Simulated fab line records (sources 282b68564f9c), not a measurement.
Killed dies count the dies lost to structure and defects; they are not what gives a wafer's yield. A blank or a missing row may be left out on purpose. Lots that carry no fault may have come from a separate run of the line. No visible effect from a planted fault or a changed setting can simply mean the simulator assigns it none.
Comparing a struck lot with a sound one :: flow rit_cmos :: 28 out of 202 route steps
Sound: these wafers, L707.3, L707.4, L707.5. Struck: wafers L722.2, L722.5, L722.6. The cause comes at the end.
At each step with rows: each side's tool, then ch and its chambers, then its first start. Under that, the readings that differ: sound wafers :: struck wafers :: difference of the means :: sigmas: that difference in standard deviations of wafers without a fault.
alike: readings with means less than 2 such deviations apart, plus words and numbers identical on both sides. not compared: withheld readings, readings lacking a value on some wafer, bounds such as >300 that could conceal the same value, and numbers that have no deviation in the record and whose values overlap.
A row with sigmas, a row that says differs or no value, or rows on one side alone: a step with any of these is where the two part. Non-overlapping numbers with no deviation appear without sigmas and do not part them. A reading that every wafer of one side lacks parts them only if that side has two wafers or more.

RIT_ACTIVE_BOW_MEAS_00:
  sound on film_metro-02, day 1 15:02; struck on film_metro-04, day 4 18:01
  alike: INCOMING_BOW
RIT_ACTIVE_OXIDATION_01: target thk 46.8 nm, ox time 3360 s.
  sound on furnace-04 ch 0, day 1 15:07; struck on furnace-01 ch 0, day 4 19:49
reading: spike_tc_centre_C (C)
sound: 1002.5 1002.0 1002.7
struck: 1014.6 1014.6 1015.5
difference: +12.5
sigmas: +12

reading: spike_tc_load_C (C)
sound: 1028 1027 1026
struck: 1035 1033 1033
difference: +7
sigmas: +2

reading: spike_tc_source_C (C)
sound: 1020.8 1021.4 1021.6
struck: 1031.4 1032.7 1033.7
difference: +11.3
sigmas: +4

reading: model.SiO2_of_ACTIVE_OXIDATION_01.thk_nm (nm)
sound: 45.84 46.2 45.98
struck: 53.78 53.53 53.26
difference: +7.52
sigmas: 
RIT_ACTIVE_THK_MEAS_02:
  sound on film_metro-01, day 1 17:04; struck on film_metro-04, day 4 21:45
reading: ACTIVE_OXIDE_THK (nm)
sound: 45.8 46.2 46.0
struck: 53.8 53.5 53.3
difference: +7.5
sigmas: +6
then, 1 step without rows for these wafers: RIT_ACTIVE_CVD_03 (deposits Si3N4 from SiH2Cl2/NH3, target thk 150 nm, time 1500 s).
RIT_ACTIVE_THK_MEAS_04:
  sound on film_metro-01, day 1 18:33; struck on film_metro-02, day 5 00:27
  alike: ACTIVE_NITRIDE_THK
then, 6 steps without rows for these wafers: RIT_ACTIVE_HMDS_05 (prime time 60 s); RIT_ACTIVE_COAT_06 (resist thk 1000 nm); RIT_ACTIVE_SOFTBAKE_07 (time 60 s); RIT_ACTIVE_EXPOSE_08 (exposes mask M1, target cd 1400 nm); RIT_ACTIVE_PEB_09; RIT_ACTIVE_DEVELOP_10 (develop time 50 s).
RIT_ACTIVE_CD_MEAS_11: the cd target is 1400 nm.
  sound on cd_sem-01, day 1 19:36; struck on cd_sem-02, day 5 01:30
  alike: cd_nm
then, 1 step without rows for these wafers: RIT_ACTIVE_HARDBAKE_12 (time 60 s).
RIT_ACTIVE_ETCH_13: etches Si3N4 in SF6, stops on SiO2, time 210 s, target depth 210 nm.
  sound on rie_diel-02 ch 1,2,3, day 1 19:50; struck on rie_diel-02 ch 0,2,3, day 5 01:45
  alike: drypump_motor_current_A, oes_product_au, throttle_valve_pct
  not compared: rf_hours_counter_h
RIT_ACTIVE_STRIP_14: strips in O2, time 180 s.
  sound on plasma_asher-01 ch 0,1, day 1 20:02; struck on plasma_asher-01 ch 0,1, day 5 01:53
  alike: drypump_motor_current_A
  not compared: rf_hours_counter_h
RIT_ACTIVE_CD_MEAS_90: the cd target is 1400 nm.
  sound on cd_sem-01, day 1 20:11; struck on cd_sem-02, day 5 02:04
  alike: cd_nm
then, 4 steps without rows for these wafers: RIT_ACTIVE_CLEAN_15 (cleans in SC1, time 600 s); RIT_ACTIVE_CLEAN_16 (cleans in dHF, time 30 s); RIT_ACTIVE_CLEAN_17 (cleans in SC2, time 600 s); RIT_FOX1_OXIDATION_00 (target thk 350.7 nm, ox time 1130 s).
RIT_FOX1_THK_MEAS_01:
  sound on film_metro-02, day 1 22:31; struck on film_metro-03, day 5 03:52
reading: FOX1_OXIDE_THK (nm)
sound: 364 364 367
struck: 355 351 347
difference: -14
sigmas: -2
then, 2 steps without rows for these wafers: RIT_FOX1_WET_ETCH_02 (etches SiO2 in BOE, target depth 350 nm, time 390 s); RIT_FOX2_OXIDATION_00 (target thk 350.7 nm, ox time 1130 s).
RIT_FOX2_THK_MEAS_01:
  sound on film_metro-04, day 2 00:01; struck on film_metro-03, day 5 05:22
  alike: FOX2_OXIDE_THK
then, 1 step without rows for these wafers: RIT_FOX2_CLEAN_02 (cleans in dHF, time 180 s).
RIT_FOX2_WET_ETCH_03: etches Si3N4 in H3PO4, target depth 195 nm, time 2700 s.
  sound on wet_bench-02 ch 2, day 2 00:07; struck on wet_bench-01 ch 3, day 5 05:28
reading: model.SiO2_of_ACTIVE_OXIDATION_01.thk_nm (nm)
sound: 39.9 39.95 40.68
struck: 47.65 46.51 47.26
difference: +6.96
sigmas: 
  alike: temp_c
RIT_FOX2_THK_MEAS_90:
  sound on film_metro-04, day 2 00:53; struck on film_metro-04, day 5 06:14
  alike: FIELD_OXIDE_LEFT_1_THK
then, 1 step without rows for these wafers: RIT_M1_PROBE_99.

## WHERE THEY PART
Earliest at RIT_ACTIVE_OXIDATION_01; latest, in this record, at RIT_FOX1_THK_MEAS_01. Later steps at which nothing parts them and some readings are alike: RIT_FOX2_THK_MEAS_01, RIT_FOX2_WET_ETCH_03, RIT_FOX2_THK_MEAS_90.

WHY: what the simulator had put in
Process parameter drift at RIT_ACTIVE_OXIDATION_01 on furnace-01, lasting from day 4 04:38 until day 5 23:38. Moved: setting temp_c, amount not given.
